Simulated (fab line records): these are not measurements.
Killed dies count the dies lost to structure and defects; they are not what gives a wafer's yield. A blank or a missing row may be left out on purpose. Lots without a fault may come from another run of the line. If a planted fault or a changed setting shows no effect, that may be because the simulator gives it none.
Matching of chambers || flow berkeley-cmos170 || UCB170_WELLDRIVE_WET_ETCH_04 on wet-bench-01: 4 sister chambers
The step etches SiO2 in BOE, time 120 s. 18 wafers are shown with their chamber, then 9 later ones without.

WAFERS, EACH WITH ITS CHAMBER
{"wafer": "L242.1", "chamber": 2, "run-length-s (s)": 146, "bath-heat-duty-pct (%)": 6.3}
{"wafer": "L242.2", "chamber": 2, "run-length-s (s)": 146, "bath-heat-duty-pct (%)": 6.3}
{"wafer": "L242.4", "chamber": 2, "run-length-s (s)": 146, "bath-heat-duty-pct (%)": 7.4}
{"wafer": "L248.1", "chamber": 3, "run-length-s (s)": 146, "bath-heat-duty-pct (%)": 6.9}
{"wafer": "L248.3", "chamber": 3, "run-length-s (s)": 146, "bath-heat-duty-pct (%)": 6.2}
{"wafer": "L248.6", "chamber": 3, "run-length-s (s)": 146, "bath-heat-duty-pct (%)": 7.0}
{"wafer": "L249.2", "chamber": 1, "run-length-s (s)": 153, "bath-heat-duty-pct (%)": 7.0}
{"wafer": "L249.3", "chamber": 1, "run-length-s (s)": 153, "bath-heat-duty-pct (%)": 6.6}
{"wafer": "L249.4", "chamber": 1, "run-length-s (s)": 153, "bath-heat-duty-pct (%)": 6.9}
{"wafer": "L250.2", "chamber": 1, "run-length-s (s)": 154, "bath-heat-duty-pct (%)": 6.4}
{"wafer": "L250.3", "chamber": 1, "run-length-s (s)": 154, "bath-heat-duty-pct (%)": 5.8}
{"wafer": "L250.6", "chamber": 1, "run-length-s (s)": 154, "bath-heat-duty-pct (%)": 5.7}
{"wafer": "L251.1", "chamber": 0, "run-length-s (s)": 154, "bath-heat-duty-pct (%)": 5.5}
{"wafer": "L251.2", "chamber": 0, "run-length-s (s)": 154, "bath-heat-duty-pct (%)": 5.6}
{"wafer": "L251.6", "chamber": 0, "run-length-s (s)": 154, "bath-heat-duty-pct (%)": 5.6}
{"wafer": "L252.1", "chamber": 1, "run-length-s (s)": 155, "bath-heat-duty-pct (%)": 6.6}
{"wafer": "L252.2", "chamber": 1, "run-length-s (s)": 155, "bath-heat-duty-pct (%)": 6.0}
{"wafer": "L252.5", "chamber": 1, "run-length-s (s)": 155, "bath-heat-duty-pct (%)": 5.7}

SIGNATURES (means of the wafers above)
{"reading": "run-length-s", "chamber 0": 154.00, "chamber 1": 154.00, "chamber 2": 146.00, "chamber 3": 146.00, "scatter within a chamber": 0.655}
{"reading": "bath-heat-duty-pct", "chamber 0": 5.567, "chamber 1": 6.300, "chamber 2": 6.667, "chamber 3": 6.700, "scatter within a chamber": 0.485}
Rule: a wafer lies at a distance from a chamber equal to the root of the sum of squares, over the readings, of (its reading less the chamber's mean, divided by the reading's scatter). If the next closest chamber is less than 2 further off than the closest, the wafer can't be placed; otherwise it belongs to the closest. The scatter: the root of (the sum of the squares of (reading less its chamber's mean) over the shown wafers, divided by (wafers less chambers)).

WAFERS WHOSE CHAMBER IS MISSING
{"wafer": "L254.3", "run-length-s (s)": 147, "bath-heat-duty-pct (%)": 5.3}
{"wafer": "L254.5", "run-length-s (s)": 147, "bath-heat-duty-pct (%)": 5.6}
{"wafer": "L254.6", "run-length-s (s)": 147, "bath-heat-duty-pct (%)": 5.1}
{"wafer": "L255.1", "run-length-s (s)": 147, "bath-heat-duty-pct (%)": 5.1}
{"wafer": "L255.4", "run-length-s (s)": 147, "bath-heat-duty-pct (%)": 5.9}
{"wafer": "L255.6", "run-length-s (s)": 147, "bath-heat-duty-pct (%)": 5.8}
{"wafer": "L257.2", "run-length-s (s)": 145, "bath-heat-duty-pct (%)": 7.6}
{"wafer": "L257.3", "run-length-s (s)": 145, "bath-heat-duty-pct (%)": 7.0}
{"wafer": "L257.6", "run-length-s (s)": 145, "bath-heat-duty-pct (%)": 6.5}

WHICH CHAMBER EACH WENT THROUGH
{"wafer": "L254.3", "from the rows above": "can't be placed: 2 or 3", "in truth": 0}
{"wafer": "L254.5", "from the rows above": "can't be placed: 2 or 3", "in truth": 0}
{"wafer": "L254.6", "from the rows above": "can't be placed: 2 or 3", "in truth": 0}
{"wafer": "L255.1", "from the rows above": "can't be placed: 2 or 3", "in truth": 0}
{"wafer": "L255.4", "from the rows above": "can't be placed: 2 or 3", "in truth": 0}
{"wafer": "L255.6", "from the rows above": "can't be placed: 2 or 3", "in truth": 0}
{"wafer": "L257.2", "from the rows above": "can't be placed: 3 or 2", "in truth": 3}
{"wafer": "L257.3", "from the rows above": "can't be placed: 3 or 2", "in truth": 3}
{"wafer": "L257.6", "from the rows above": "can't be placed: 2 or 3", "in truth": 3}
Correct placement for 0 of the 9. From these rows, 9 cannot be placed; in 3 the true chamber is one of the candidates. Number placed wrongly: 0.
